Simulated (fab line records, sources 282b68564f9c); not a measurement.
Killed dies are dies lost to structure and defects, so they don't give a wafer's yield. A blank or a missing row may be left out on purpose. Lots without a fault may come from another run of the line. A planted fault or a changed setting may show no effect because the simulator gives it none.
fab line records | flow rit_cmos
record lots=13 wafers=39 last_day=7
route steps=202 shown CONTACT@168
lots that met no fault: from a run of the same line without faults
start_h: hours from the record's first day to the start of the lot's first wafer shown | wait_h: hours since the lot's step before | " the same as in the row above | L1.1+2: a row that stands for several wafers | - no value, or no start given | * or withheld: withheld | < > ~ a bound
route shown NAME@n: a module of which the file shows steps, and the number in the route of the first | usual: mean/standard deviation of fault-free wafers | same: alike in all rows | chamber/n: place in a boat | sites: the reading at each site | _std_site: their standard deviation | _edge_site: outer sites' mean less inner sites' | radius_mm: how far each site lies from the wafer's centre | mask NAME#n: copy n | behind: the tool/chamber that last shaped the wafer | hold: why the lot was held/for how many hours/how that ended | device: the transistor (n, p or np) that didn't switch | end of line: the same wafers' tests at the end of the route | a step without rows: its recipe alone | killed: dies lost to structure and defects at the first sort, not the wafer's yield | map: a wafer's dies, x killed, . not, _ none there
set.NAME: the setting as run; set.NAME@STEP: as run at that earlier step | model.NAME: the simulator's own value behind a step, which no gauge read
steps of the route over a sample of lots; a table a step, a row a wafer
services: from which hour (start_h, from the record's first day; less than 0 if before it) a tool's chamber was out of use, for how many hours, and why
## steps
# step RIT_CONTACT_CVD_00
# recipe material=SiO2 target_thk_nm=400 precursor=TEOS temp_c=390 time_s=61 rf_w=400
# usual heater_power_w=336/50 run_length_s=88.7/0.72
# columns lot.wafer tool chamber start_h wait_h heater_power_w run_length_s
L105.2 pecvd-01 0 60.48 0.0 433 88.1
L105.3 " 2 " " 386 88.4
L105.5 " 0 " " 454 88.2
L106.2 pecvd-04 2 63.20 0.0 358 89.8
L106.3 " 0 " " 237 87.9
L106.6 " 0 " " 256 87.6
L107.2 pecvd-03 1 70.10 0.0 337 88.8
L107.4 " 1 " " 354 89.1
L107.5 " 2 " " 264 88.3
L112.3 pecvd-01 0 91.38 0.0 371 88.4
L112.5 " 0 " " 386 88.5
L112.6 " 2 " " 319 88.0
L113.4 pecvd-04 1 97.98 0.0 359 89.9
L113.5 " 2 " " 283 89.6
L113.6 " 0 " " 281 117.6
L117.3 pecvd-03 1 116.10 0.0 332 88.4
L117.4 " 2 " " 310 88.6
L117.5 " 0 " " 278 89.2
L120.2 pecvd-03 2 131.28 0.0 360 88.5
L120.3 " 1 " " 331 88.7
L120.6 " 2 " " 266 88.3
L121.1 pecvd-01 1 135.44 0.1 336 89.1
L121.2 " 2 " " 320 88.1
L121.6 " 1 " " 348 88.3
L123.1 pecvd-03 2 147.04 0.1 292 88.3
L123.3 " 0 " " 334 89.5
L123.5 " 1 " " 353 88.4
L124.3 pecvd-01 0 150.60 0.0 417 88.5
L124.5 " 0 " " 442 87.6
L124.6 " 2 " " 339 88.3
L125.3 pecvd-04 1 157.70 0.0 346 90.0
L125.5 " 1 " " 365 90.0
L125.6 " 2 " " 299 89.8
L126.1 pecvd-03 0 162.88 0.1 353 88.7
L126.3 " 1 " " 270 88.9
L126.4 " 2 " " 272 88.8
L127.3 pecvd-01 1 170.62 0.0 323 88.9
L127.4 " 0 " " 409 88.1
L127.6 " 2 " " 367 88.6
# step RIT_CONTACT_THK_MEAS_01
# recipe reads=SiO2_of_CONTACT_CVD_00
# usual CONTACT_TEOS_THK=400/4.9
# columns lot.wafer tool chamber start_h wait_h CONTACT_TEOS_THK[nm]
L105.2 film_metro-02 - 60.54 0.0 398
L105.3 " - " " 400
L105.5 " - " " 406
L106.2 film_metro-03 - 63.26 0.0 401
L106.3 " - " " 401
L106.6 " - " " 405
L107.2 film_metro-02 - 70.16 0.0 402
L107.4 " - " " 405
L107.5 " - " " 401
L112.3 film_metro-04 - 91.45 0.0 396
L112.5 " - " " 405
L112.6 " - " " 397
L113.4 film_metro-04 - 98.04 0.0 407
L113.5 " - " " 407
L113.6 " - " " 605
L117.3 film_metro-04 - 116.17 0.0 391
L117.4 " - " " 403
L117.5 " - " " 402
L120.2 film_metro-03 - 131.34 0.0 401
L120.3 " - " " 397
L120.6 " - " " 408
L121.1 film_metro-02 - 135.49 0.0 387
L121.2 " - " " 388
L121.6 " - " " 394
L123.1 film_metro-02 - 147.09 0.0 398
L123.3 " - " " 396
L123.5 " - " " 402
L124.3 film_metro-03 - 150.67 0.0 400
L124.5 " - " " 401
L124.6 " - " " 400
L125.3 film_metro-03 - 157.77 0.0 397
L125.5 " - " " 405
L125.6 " - " " 399
L126.1 film_metro-03 - 162.93 0.0 395
L126.3 " - " " 391
L126.4 " - " " 401
L127.3 film_metro-03 - 170.69 0.0 389
L127.4 " - " " 400
L127.6 " - " " 400
## services
# columns tool chamber start_h hours kind
pecvd-03 1 52.39 2.1 repair
pecvd-03 - 75.98 28.1 pm
pecvd-01 - 78.73 0.8 pm
pecvd-04 - 79.18 0.7 repair
pecvd-01 1 118.47 9.7 repair
pecvd-04 1 126.44 6.1 repair
pecvd-01 0 131.23 3.6 repair
## key
first_sign step=RIT_CONTACT_CVD_00 reading=run_length_s direction=up sigmas=40 usual=* struck=*
effect step=RIT_CONTACT_THK_MEAS_01 reading=CONTACT_TEOS_THK direction=up sigmas=41 usual=400 struck=605
met_at RIT_CONTACT_CVD_00
struck_lots L113
struck_wafers L113.6
later_rows_left_out L113.6
sort_left_out L113.6
tester_left_out L113
onset_between 63.20 97.98
fault kind=process_parameter_drift tool=pecvd-04 chamber=0 onset_h=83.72 steps=RIT_CONTACT_CVD_00 channel=time_s offset=* shape=step end_h=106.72 stated=*
# tester_left_out: of these lots the tester's yield and bins aren't shown, on N5 and GAA mostly nor the transistor test; their killed dies are dies lost to structure and defects alone, not to doping, threshold or leakage, so they don't give the yield
# sort_left_out: the simulated sort isn't trusted on such a fault, so these wafers' sort isn't shown, and their yield isn't known
# later_rows_left_out: the simulator's readings of these wafers behind a module that went badly wrong aren't trusted and aren't shown, but for the sort
